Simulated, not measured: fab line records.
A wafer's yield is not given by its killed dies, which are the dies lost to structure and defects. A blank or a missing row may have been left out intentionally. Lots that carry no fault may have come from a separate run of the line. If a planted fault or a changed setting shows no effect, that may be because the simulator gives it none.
fab line records / flow ritCmos
record lots=14 wafers=42 lastDay=7
route steps=202 shown ACTIVE@16 NWELL@37 PWELL@44 NRETRO@63
lots untouched by any fault: they come from a run of this same line in which no faults occurred
startH: start of the lot's first displayed wafer, in hours after the record's first day / waitH: how many hours have passed since the lot's step before this one / " repeats the value in the row above / L1.1+2: a single row standing in for several wafers / - value missing, or start not given / * or withheld: withheld / < > ~ a bound
route shown NAME@n: NAME is a module with steps in the file, n the number in the route of the first one / usual: mean/standard deviation of fault-free wafers / same: alike in all rows / chamber/n: place in a boat / sites: the reading at each site / _std_site: the values' standard deviation / _edge_site: inner sites' mean taken away from outer sites' mean / radiusMm: for every site, how far away it sits from the centre of the wafer / mask NAME#n: copy n / behind: the tool/chamber that last shaped the wafer / hold: cause of the lot's hold/its duration in hours/its outcome / device: which transistor (n, p or np) failed to switch / end of line: tests of these same wafers at the route's end / a step without rows: its recipe alone / killed: count of dies lost to structure and defects at first sort (not the wafer's yield) / map: a wafer's dies, x killed, . not, _ none there
set.NAME: the setting the step ran with; set.NAME@STEP: the setting that earlier step ran with / model.NAME: the simulator's own value behind a step, which no gauge read
the route's steps for a sample of lots (tables are steps, rows are wafers)
services: from which hour (startH, from the record's first day; less than 0 if before it) a tool's chamber was out of use, for how many hours, and why
## steps
# step RIT_ACTIVE_CD_MEAS_90
# recipe targetCdNm=1400
# usual cdNm=1400.5/1.9
lot.wafer=L858.1 tool=cdSem-01 chamber=- startH=32.97 waitH=0.1 cdNm=1398.8
lot.wafer=L858.4 tool=cdSem-01 chamber=- startH=32.97 waitH=0.1 cdNm=1400.6
lot.wafer=L858.5 tool=cdSem-01 chamber=- startH=32.97 waitH=0.1 cdNm=1399.6
lot.wafer=L859.2 tool=cdSem-02 chamber=- startH=35.04 waitH=0.1 cdNm=1402.2
lot.wafer=L859.3 tool=cdSem-02 chamber=- startH=35.04 waitH=0.1 cdNm=1403.3
lot.wafer=L859.6 tool=cdSem-02 chamber=- startH=35.04 waitH=0.1 cdNm=1403.6
lot.wafer=L861.3 tool=cdSem-01 chamber=- startH=46.23 waitH=0.1 cdNm=1398.1
lot.wafer=L861.5 tool=cdSem-01 chamber=- startH=46.23 waitH=0.1 cdNm=1398.9
lot.wafer=L861.6 tool=cdSem-01 chamber=- startH=46.23 waitH=0.1 cdNm=1399.8
lot.wafer=L863.1 tool=cdSem-01 chamber=- startH=57.17 waitH=0.1 cdNm=1403.6
lot.wafer=L863.4 tool=cdSem-01 chamber=- startH=57.17 waitH=0.1 cdNm=1403.2
lot.wafer=L863.5 tool=cdSem-01 chamber=- startH=57.17 waitH=0.1 cdNm=1402.3
lot.wafer=L864.3 tool=cdSem-01 chamber=- startH=60.36 waitH=0.1 cdNm=1399.4
lot.wafer=L864.5 tool=cdSem-01 chamber=- startH=60.36 waitH=0.1 cdNm=1399.1
lot.wafer=L864.6 tool=cdSem-01 chamber=- startH=60.36 waitH=0.1 cdNm=1398.1
lot.wafer=L865.2 tool=cdSem-02 chamber=- startH=65.04 waitH=0.1 cdNm=1400.0
lot.wafer=L865.5 tool=cdSem-02 chamber=- startH=65.04 waitH=0.1 cdNm=1401.4
lot.wafer=L865.6 tool=cdSem-02 chamber=- startH=65.04 waitH=0.1 cdNm=1401.0
lot.wafer=L868.2 tool=cdSem-01 chamber=- startH=81.41 waitH=0.1 cdNm=1402.3
lot.wafer=L868.3 tool=cdSem-01 chamber=- startH=81.41 waitH=0.1 cdNm=1401.7
lot.wafer=L868.4 tool=cdSem-01 chamber=- startH=81.41 waitH=0.1 cdNm=1400.4
lot.wafer=L869.1 tool=cdSem-02 chamber=- startH=85.82 waitH=0.1 cdNm=1403.5
lot.wafer=L869.5 tool=cdSem-02 chamber=- startH=85.82 waitH=0.1 cdNm=1402.3
lot.wafer=L869.6 tool=cdSem-02 chamber=- startH=85.82 waitH=0.1 cdNm=1402.3
lot.wafer=L870.1 tool=cdSem-02 chamber=- startH=90.81 waitH=0.1 cdNm=1401.0
lot.wafer=L870.2 tool=cdSem-02 chamber=- startH=90.81 waitH=0.1 cdNm=1401.3
lot.wafer=L870.5 tool=cdSem-02 chamber=- startH=90.81 waitH=0.1 cdNm=1401.3
lot.wafer=L871.2 tool=cdSem-01 chamber=- startH=95.04 waitH=0.1 cdNm=1399.3
lot.wafer=L871.3 tool=cdSem-01 chamber=- startH=95.04 waitH=0.1 cdNm=1401.5
lot.wafer=L871.4 tool=cdSem-01 chamber=- startH=95.04 waitH=0.1 cdNm=1400.2
lot.wafer=L874.2 tool=cdSem-01 chamber=- startH=110.08 waitH=0.1 cdNm=1399.9
lot.wafer=L874.5 tool=cdSem-01 chamber=- startH=110.08 waitH=0.1 cdNm=1399.1
lot.wafer=L874.6 tool=cdSem-01 chamber=- startH=110.08 waitH=0.1 cdNm=1400.3
lot.wafer=L875.2 tool=cdSem-01 chamber=- startH=116.62 waitH=0.1 cdNm=1403.6
lot.wafer=L875.4 tool=cdSem-01 chamber=- startH=116.62 waitH=0.1 cdNm=1403.1
lot.wafer=L875.5 tool=cdSem-01 chamber=- startH=116.62 waitH=0.1 cdNm=1403.5
lot.wafer=L876.4 tool=cdSem-01 chamber=- startH=120.47 waitH=0.1 cdNm=1401.3
lot.wafer=L876.5 tool=cdSem-01 chamber=- startH=120.47 waitH=0.1 cdNm=1401.2
lot.wafer=L876.6 tool=cdSem-01 chamber=- startH=120.47 waitH=0.1 cdNm=1401.7
lot.wafer=L877.1 tool=cdSem-02 chamber=- startH=125.34 waitH=0.1 cdNm=1404.5
lot.wafer=L877.4 tool=cdSem-02 chamber=- startH=125.34 waitH=0.1 cdNm=1402.9
lot.wafer=L877.5 tool=cdSem-02 chamber=- startH=125.34 waitH=0.1 cdNm=1400.8
# step RIT_NWELL_STRIP_09
# recipe chemistry=O2 timeS=180 resist=NOVOLAK platenTempC=withheld powerW=500 pressureMtorr=4000 o2FlowSccm=4000
# usual drypumpMotorCurrentA=5.8/0.66
lot.wafer=L858.1 tool=plasmaAsher-04 chamber=1 startH=38.56 waitH=0.1 drypumpMotorCurrentA=4.9 rfHoursCounterH=40
lot.wafer=L858.4 tool=plasmaAsher-04 chamber=1 startH=38.56 waitH=0.1 drypumpMotorCurrentA=4.9 rfHoursCounterH=-
lot.wafer=L858.5 tool=plasmaAsher-04 chamber=0 startH=38.56 waitH=0.1 drypumpMotorCurrentA=5.4 rfHoursCounterH=-
lot.wafer=L859.2 tool=plasmaAsher-03 chamber=1 startH=41.40 waitH=0.1 drypumpMotorCurrentA=6.7 rfHoursCounterH=40
lot.wafer=L859.3 tool=plasmaAsher-03 chamber=1 startH=41.40 waitH=0.1 drypumpMotorCurrentA=6.7 rfHoursCounterH=-
lot.wafer=L859.6 tool=plasmaAsher-03 chamber=0 startH=41.40 waitH=0.1 drypumpMotorCurrentA=6.4 rfHoursCounterH=-
lot.wafer=L861.3 tool=plasmaAsher-04 chamber=0 startH=52.24 waitH=0.1 drypumpMotorCurrentA=5.4 rfHoursCounterH=-
lot.wafer=L861.5 tool=plasmaAsher-04 chamber=0 startH=52.24 waitH=0.1 drypumpMotorCurrentA=5.4 rfHoursCounterH=-
lot.wafer=L861.6 tool=plasmaAsher-04 chamber=1 startH=52.24 waitH=0.1 drypumpMotorCurrentA=4.9 rfHoursCounterH=-
lot.wafer=L863.1 tool=plasmaAsher-03 chamber=1 startH=62.93 waitH=0.1 drypumpMotorCurrentA=6.7 rfHoursCounterH=42
lot.wafer=L863.4 tool=plasmaAsher-03 chamber=0 startH=62.93 waitH=0.1 drypumpMotorCurrentA=6.4 rfHoursCounterH=-
lot.wafer=L863.5 tool=plasmaAsher-03 chamber=1 startH=62.93 waitH=0.1 drypumpMotorCurrentA=6.7 rfHoursCounterH=-
lot.wafer=L864.3 tool=plasmaAsher-01 chamber=0 startH=66.12 waitH=0.1 drypumpMotorCurrentA=5.2 rfHoursCounterH=-
lot.wafer=L864.5 tool=plasmaAsher-01 chamber=1 startH=66.12 waitH=0.1 drypumpMotorCurrentA=5.7 rfHoursCounterH=-
lot.wafer=L864.6 tool=plasmaAsher-01 chamber=0 startH=66.12 waitH=0.1 drypumpMotorCurrentA=5.2 rfHoursCounterH=-
lot.wafer=L865.2 tool=plasmaAsher-04 chamber=0 startH=71.36 waitH=0.1 drypumpMotorCurrentA=5.4 rfHoursCounterH=43
lot.wafer=L865.5 tool=plasmaAsher-04 chamber=0 startH=71.36 waitH=0.1 drypumpMotorCurrentA=5.4 rfHoursCounterH=-
lot.wafer=L865.6 tool=plasmaAsher-04 chamber=1 startH=71.36 waitH=0.1 drypumpMotorCurrentA=4.9 rfHoursCounterH=-
lot.wafer=L868.2 tool=plasmaAsher-03 chamber=0 startH=87.77 waitH=0.1 drypumpMotorCurrentA=6.4 rfHoursCounterH=44
lot.wafer=L868.3 tool=plasmaAsher-03 chamber=0 startH=87.77 waitH=0.1 drypumpMotorCurrentA=6.4 rfHoursCounterH=-
lot.wafer=L868.4 tool=plasmaAsher-03 chamber=1 startH=87.77 waitH=0.1 drypumpMotorCurrentA=6.7 rfHoursCounterH=-
lot.wafer=L869.1 tool=plasmaAsher-03 chamber=0 startH=91.47 waitH=0.1 drypumpMotorCurrentA=6.4 rfHoursCounterH=45
lot.wafer=L869.5 tool=plasmaAsher-03 chamber=0 startH=91.47 waitH=0.1 drypumpMotorCurrentA=6.4 rfHoursCounterH=-
lot.wafer=L869.6 tool=plasmaAsher-03 chamber=1 startH=91.47 waitH=0.1 drypumpMotorCurrentA=6.7 rfHoursCounterH=-
lot.wafer=L870.1 tool=plasmaAsher-01 chamber=0 startH=96.95 waitH=0.1 drypumpMotorCurrentA=5.2 rfHoursCounterH=31
lot.wafer=L870.2 tool=plasmaAsher-01 chamber=1 startH=96.95 waitH=0.1 drypumpMotorCurrentA=5.7 rfHoursCounterH=31
lot.wafer=L870.5 tool=plasmaAsher-01 chamber=1 startH=96.95 waitH=0.1 drypumpMotorCurrentA=5.7 rfHoursCounterH=-
lot.wafer=L871.2 tool=plasmaAsher-01 chamber=1 startH=103.27 waitH=0.1 drypumpMotorCurrentA=5.7 rfHoursCounterH=32
lot.wafer=L871.3 tool=plasmaAsher-01 chamber=1 startH=103.27 waitH=0.1 drypumpMotorCurrentA=5.7 rfHoursCounterH=-
lot.wafer=L871.4 tool=plasmaAsher-01 chamber=0 startH=103.27 waitH=0.1 drypumpMotorCurrentA=5.2 rfHoursCounterH=-
lot.wafer=L874.2 tool=plasmaAsher-01 chamber=0 startH=115.99 waitH=0.1 drypumpMotorCurrentA=5.2 rfHoursCounterH=34
lot.wafer=L874.5 tool=plasmaAsher-01 chamber=1 startH=115.99 waitH=0.1 drypumpMotorCurrentA=5.7 rfHoursCounterH=-
lot.wafer=L874.6 tool=plasmaAsher-01 chamber=0 startH=115.99 waitH=0.1 drypumpMotorCurrentA=5.2 rfHoursCounterH=-
lot.wafer=L875.2 tool=plasmaAsher-03 chamber=0 startH=123.16 waitH=0.1 drypumpMotorCurrentA=6.4 rfHoursCounterH=45
lot.wafer=L875.4 tool=plasmaAsher-03 chamber=0 startH=123.16 waitH=0.1 drypumpMotorCurrentA=6.4 rfHoursCounterH=-
lot.wafer=L875.5 tool=plasmaAsher-03 chamber=1 startH=123.16 waitH=0.1 drypumpMotorCurrentA=6.7 rfHoursCounterH=-
lot.wafer=L876.4 tool=plasmaAsher-01 chamber=1 startH=126.02 waitH=0.1 drypumpMotorCurrentA=5.7 rfHoursCounterH=-
lot.wafer=L876.5 tool=plasmaAsher-01 chamber=1 startH=126.02 waitH=0.1 drypumpMotorCurrentA=5.7 rfHoursCounterH=-
lot.wafer=L876.6 tool=plasmaAsher-01 chamber=0 startH=126.02 waitH=0.1 drypumpMotorCurrentA=5.2 rfHoursCounterH=-
lot.wafer=L877.1 tool=plasmaAsher-01 chamber=1 startH=133.51 waitH=0.1 drypumpMotorCurrentA=5.7 rfHoursCounterH=36
lot.wafer=L877.4 tool=plasmaAsher-01 chamber=0 startH=133.51 waitH=0.1 drypumpMotorCurrentA=5.2 rfHoursCounterH=-
lot.wafer=L877.5 tool=plasmaAsher-01 chamber=0 startH=133.51 waitH=0.1 drypumpMotorCurrentA=5.2 rfHoursCounterH=-
# step RIT_PWELL_DEVELOP_05
# recipe resist=NOVOLAK developTimeS=68 devTempC=23
# usual chillPlateTempC=22.99/0.11 developTimeS=68/0 developerTempC=23.01/0.1
lot.wafer=L858.1 tool=lithoTrack-04 chamber=- startH=39 waitH=- chillPlateTempC=- developTimeS=- developerTempC=-
lot.wafer=L858.4 tool=lithoTrack-04 chamber=- startH=39 waitH=- chillPlateTempC=- developTimeS=- developerTempC=-
lot.wafer=L858.5 tool=lithoTrack-04 chamber=- startH=39 waitH=- chillPlateTempC=- developTimeS=- developerTempC=-
lot.wafer=L859.2 tool=lithoTrack-03 chamber=- startH=42 waitH=- chillPlateTempC=- developTimeS=- developerTempC=-
lot.wafer=L859.3 tool=lithoTrack-03 chamber=- startH=42 waitH=- chillPlateTempC=- developTimeS=- developerTempC=-
lot.wafer=L859.6 tool=lithoTrack-03 chamber=- startH=42 waitH=- chillPlateTempC=- developTimeS=- developerTempC=-
lot.wafer=L861.3 tool=lithoTrack-01 chamber=0 startH=53 waitH=- chillPlateTempC=22.74 developTimeS=68 developerTempC=23.07
lot.wafer=L861.5 tool=lithoTrack-01 chamber=0 startH=53 waitH=- chillPlateTempC=22.83 developTimeS=68 developerTempC=23.22
lot.wafer=L861.6 tool=lithoTrack-01 chamber=0 startH=53 waitH=- chillPlateTempC=22.79 developTimeS=68 developerTempC=23.07
lot.wafer=L863.1 tool=lithoTrack-01 chamber=0 startH=64 waitH=- chillPlateTempC=22.99 developTimeS=68 developerTempC=23.06
lot.wafer=L863.4 tool=lithoTrack-01 chamber=0 startH=64 waitH=- chillPlateTempC=22.86 developTimeS=68 developerTempC=22.97
lot.wafer=L863.5 tool=lithoTrack-01 chamber=0 startH=64 waitH=- chillPlateTempC=22.87 developTimeS=68 developerTempC=22.88
lot.wafer=L864.3 tool=lithoTrack-04 chamber=0 startH=67 waitH=- chillPlateTempC=22.96 developTimeS=68 developerTempC=23.22
lot.wafer=L864.5 tool=lithoTrack-04 chamber=0 startH=67 waitH=- chillPlateTempC=23.13 developTimeS=68 developerTempC=23.07
lot.wafer=L864.6 tool=lithoTrack-04 chamber=0 startH=67 waitH=- chillPlateTempC=22.98 developTimeS=68 developerTempC=23.00
lot.wafer=L865.2 tool=lithoTrack-01 chamber=0 startH=72 waitH=- chillPlateTempC=23.07 developTimeS=68 developerTempC=22.99
lot.wafer=L865.5 tool=lithoTrack-01 chamber=0 startH=72 waitH=- chillPlateTempC=22.96 developTimeS=68 developerTempC=23.15
lot.wafer=L865.6 tool=lithoTrack-01 chamber=0 startH=72 waitH=- chillPlateTempC=22.84 developTimeS=68 developerTempC=23.06
lot.wafer=L868.2 tool=lithoTrack-03 chamber=0 startH=88 waitH=- chillPlateTempC=23.04 developTimeS=68 developerTempC=23.02
lot.wafer=L868.3 tool=lithoTrack-03 chamber=0 startH=88 waitH=- chillPlateTempC=22.94 developTimeS=68 developerTempC=22.98
lot.wafer=L868.4 tool=lithoTrack-03 chamber=0 startH=88 waitH=- chillPlateTempC=22.95 developTimeS=68 developerTempC=23.05
lot.wafer=L869.1 tool=lithoTrack-04 chamber=0 startH=92 waitH=- chillPlateTempC=23.16 developTimeS=68 developerTempC=22.92
lot.wafer=L869.5 tool=lithoTrack-04 chamber=0 startH=92 waitH=- chillPlateTempC=23.07 developTimeS=68 developerTempC=23.08
lot.wafer=L869.6 tool=lithoTrack-04 chamber=0 startH=92 waitH=- chillPlateTempC=23.24 developTimeS=68 developerTempC=23.01
lot.wafer=L870.1 tool=lithoTrack-04 chamber=0 startH=98 waitH=- chillPlateTempC=23.15 developTimeS=68 developerTempC=22.90
lot.wafer=L870.2 tool=lithoTrack-04 chamber=0 startH=98 waitH=- chillPlateTempC=23.15 developTimeS=68 developerTempC=23.04
lot.wafer=L870.5 tool=lithoTrack-04 chamber=0 startH=98 waitH=- chillPlateTempC=23.21 developTimeS=68 developerTempC=22.93
lot.wafer=L871.2 tool=lithoTrack-03 chamber=0 startH=104 waitH=- chillPlateTempC=22.94 developTimeS=68 developerTempC=22.88
lot.wafer=L871.3 tool=lithoTrack-03 chamber=0 startH=104 waitH=- chillPlateTempC=22.94 developTimeS=68 developerTempC=22.89
lot.wafer=L871.4 tool=lithoTrack-03 chamber=0 startH=104 waitH=- chillPlateTempC=22.98 developTimeS=68 developerTempC=22.80
lot.wafer=L874.2 tool=lithoTrack-03 chamber=0 startH=116 waitH=- chillPlateTempC=23.03 developTimeS=68 developerTempC=23.11
lot.wafer=L874.5 tool=lithoTrack-03 chamber=0 startH=117 waitH=- chillPlateTempC=22.87 developTimeS=68 developerTempC=23.12
lot.wafer=L874.6 tool=lithoTrack-03 chamber=0 startH=117 waitH=- chillPlateTempC=23.14 developTimeS=68 developerTempC=23.17
lot.wafer=L875.2 tool=lithoTrack-04 chamber=0 startH=124 waitH=- chillPlateTempC=23.12 developTimeS=68 developerTempC=22.87
lot.wafer=L875.4 tool=lithoTrack-04 chamber=0 startH=124 waitH=- chillPlateTempC=23.26 developTimeS=68 developerTempC=22.91
lot.wafer=L875.5 tool=lithoTrack-04 chamber=0 startH=124 waitH=- chillPlateTempC=23.16 developTimeS=68 developerTempC=22.90
lot.wafer=L876.4 tool=lithoTrack-04 chamber=0 startH=127 waitH=- chillPlateTempC=23.01 developTimeS=68 developerTempC=23.01
lot.wafer=L876.5 tool=lithoTrack-04 chamber=0 startH=127 waitH=- chillPlateTempC=23.00 developTimeS=68 developerTempC=23.00
lot.wafer=L876.6 tool=lithoTrack-04 chamber=0 startH=127 waitH=- chillPlateTempC=22.85 developTimeS=68 developerTempC=22.90
lot.wafer=L877.1 tool=lithoTrack-04 chamber=0 startH=134 waitH=- chillPlateTempC=22.95 developTimeS=68 developerTempC=22.87
lot.wafer=L877.4 tool=lithoTrack-04 chamber=0 startH=134 waitH=- chillPlateTempC=23.12 developTimeS=68 developerTempC=22.94
lot.wafer=L877.5 tool=lithoTrack-04 chamber=0 startH=134 waitH=- chillPlateTempC=23.04 developTimeS=68 developerTempC=22.81
# step RIT_NRETRO_TW_MEAS_10
# usual NRETRO_TW=1035/6.8
lot.wafer=L858.1 tool=filmMetro-03 chamber=- startH=47.41 waitH=0.1 NRETRO_TW=1034
lot.wafer=L858.4 tool=filmMetro-03 chamber=- startH=47.41 waitH=0.1 NRETRO_TW=1032
lot.wafer=L858.5 tool=filmMetro-03 chamber=- startH=47.41 waitH=0.1 NRETRO_TW=1033
lot.wafer=L859.2 tool=filmMetro-03 chamber=- startH=50.54 waitH=0.1 NRETRO_TW=1032
lot.wafer=L859.3 tool=filmMetro-03 chamber=- startH=50.54 waitH=0.1 NRETRO_TW=1029
lot.wafer=L859.6 tool=filmMetro-03 chamber=- startH=50.54 waitH=0.1 NRETRO_TW=1026
lot.wafer=L861.3 tool=filmMetro-03 chamber=- startH=61.09 waitH=0.1 NRETRO_TW=1031
lot.wafer=L861.5 tool=filmMetro-03 chamber=- startH=61.09 waitH=0.1 NRETRO_TW=1026
lot.wafer=L861.6 tool=filmMetro-03 chamber=- startH=61.09 waitH=0.1 NRETRO_TW=1025
lot.wafer=L863.1 tool=filmMetro-03 chamber=- startH=71.78 waitH=0.1 NRETRO_TW=1030
lot.wafer=L863.4 tool=filmMetro-03 chamber=- startH=71.78 waitH=0.1 NRETRO_TW=1030
lot.wafer=L863.5 tool=filmMetro-03 chamber=- startH=71.78 waitH=0.1 NRETRO_TW=1028
lot.wafer=L864.3 tool=filmMetro-03 chamber=- startH=74.95 waitH=0.1 NRETRO_TW=1031
lot.wafer=L864.5 tool=filmMetro-03 chamber=- startH=74.95 waitH=0.1 NRETRO_TW=1033
lot.wafer=L864.6 tool=filmMetro-03 chamber=- startH=74.95 waitH=0.1 NRETRO_TW=1036
lot.wafer=L865.2 tool=filmMetro-03 chamber=- startH=80.10 waitH=0.1 NRETRO_TW=1035
lot.wafer=L865.5 tool=filmMetro-03 chamber=- startH=80.10 waitH=0.1 NRETRO_TW=1029
lot.wafer=L865.6 tool=filmMetro-03 chamber=- startH=80.10 waitH=0.1 NRETRO_TW=1034
lot.wafer=L868.2 tool=filmMetro-04 chamber=- startH=96.43 waitH=0.1 NRETRO_TW=1031
lot.wafer=L868.3 tool=filmMetro-04 chamber=- startH=96.43 waitH=0.1 NRETRO_TW=1033
lot.wafer=L868.4 tool=filmMetro-04 chamber=- startH=96.43 waitH=0.1 NRETRO_TW=1027
lot.wafer=L869.1 tool=filmMetro-03 chamber=- startH=100.24 waitH=0.1 NRETRO_TW=1026
lot.wafer=L869.5 tool=filmMetro-03 chamber=- startH=100.24 waitH=0.1 NRETRO_TW=1028
lot.wafer=L869.6 tool=filmMetro-03 chamber=- startH=100.24 waitH=0.1 NRETRO_TW=1034
lot.wafer=L870.1 tool=filmMetro-02 chamber=- startH=107.82 waitH=0.1 NRETRO_TW=1039
lot.wafer=L870.2 tool=filmMetro-02 chamber=- startH=107.82 waitH=0.1 NRETRO_TW=1040
lot.wafer=L870.5 tool=filmMetro-02 chamber=- startH=107.82 waitH=0.1 NRETRO_TW=1042
lot.wafer=L871.2 tool=filmMetro-02 chamber=- startH=112.13 waitH=0.1 NRETRO_TW=1036
lot.wafer=L871.3 tool=filmMetro-02 chamber=- startH=112.13 waitH=0.1 NRETRO_TW=1041
lot.wafer=L871.4 tool=filmMetro-02 chamber=- startH=112.13 waitH=0.1 NRETRO_TW=1043
lot.wafer=L874.2 tool=filmMetro-03 chamber=- startH=124.70 waitH=0.1 NRETRO_TW=1031
lot.wafer=L874.5 tool=filmMetro-03 chamber=- startH=124.70 waitH=0.1 NRETRO_TW=1030
lot.wafer=L874.6 tool=filmMetro-03 chamber=- startH=124.70 waitH=0.1 NRETRO_TW=1029
lot.wafer=L875.2 tool=filmMetro-02 chamber=- startH=131.77 waitH=0.1 NRETRO_TW=1047
lot.wafer=L875.4 tool=filmMetro-02 chamber=- startH=131.77 waitH=0.1 NRETRO_TW=1044
lot.wafer=L875.5 tool=filmMetro-02 chamber=- startH=131.77 waitH=0.1 NRETRO_TW=1045
lot.wafer=L876.4 tool=filmMetro-03 chamber=- startH=135.13 waitH=0.1 NRETRO_TW=1030
lot.wafer=L876.5 tool=filmMetro-03 chamber=- startH=135.13 waitH=0.1 NRETRO_TW=1032
lot.wafer=L876.6 tool=filmMetro-03 chamber=- startH=135.13 waitH=0.1 NRETRO_TW=1023
lot.wafer=L877.1 tool=filmMetro-02 chamber=- startH=142.24 waitH=0.1 NRETRO_TW=1041
lot.wafer=L877.4 tool=filmMetro-02 chamber=- startH=142.24 waitH=0.1 NRETRO_TW=1045
lot.wafer=L877.5 tool=filmMetro-02 chamber=- startH=142.24 waitH=0.1 NRETRO_TW=1042
## services
tool=plasmaAsher-04 chamber=- startH=31.89 hours=3.0 kind=repair
tool=plasmaAsher-04 chamber=- startH=68.29 hours=2.8 kind=pm
tool=plasmaAsher-03 chamber=- startH=93.48 hours=28.1 kind=pm
## key
firstSign step=RIT_PWELL_DEVELOP_05 reading=toolRecord direction=missing
effect none on later readings
metAt RIT_PWELL_DEVELOP_05
struckLots L858,L859
rowsEnd L858.1,L858.4,L858.5
sortLeftOut L859.2,L859.3,L859.6
testerLeftOut L859
notActingAt RIT_ACTIVE_CD_MEAS_90,RIT_NWELL_STRIP_09,RIT_NRETRO_TW_MEAS_10
fault kind=skippedStepWhole tool=lithoTrack-03,lithoTrack-04 chamber=- onsetH=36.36 steps=RIT_PWELL_DEVELOP_05 scope=struckLotsOnly
# testerLeftOut: of these lots the tester's yield and bins aren't shown, on N5 and GAA mostly nor the transistor test; their killed dies are dies lost to structure and defects alone, not to doping, threshold or leakage, so they don't give the yield
# sortLeftOut: the simulated sort isn't trusted on such a fault, so these wafers' sort isn't shown, and their yield isn't known
# rowsEnd: these wafers met a further fault down the route, and their rows from its step on are left out
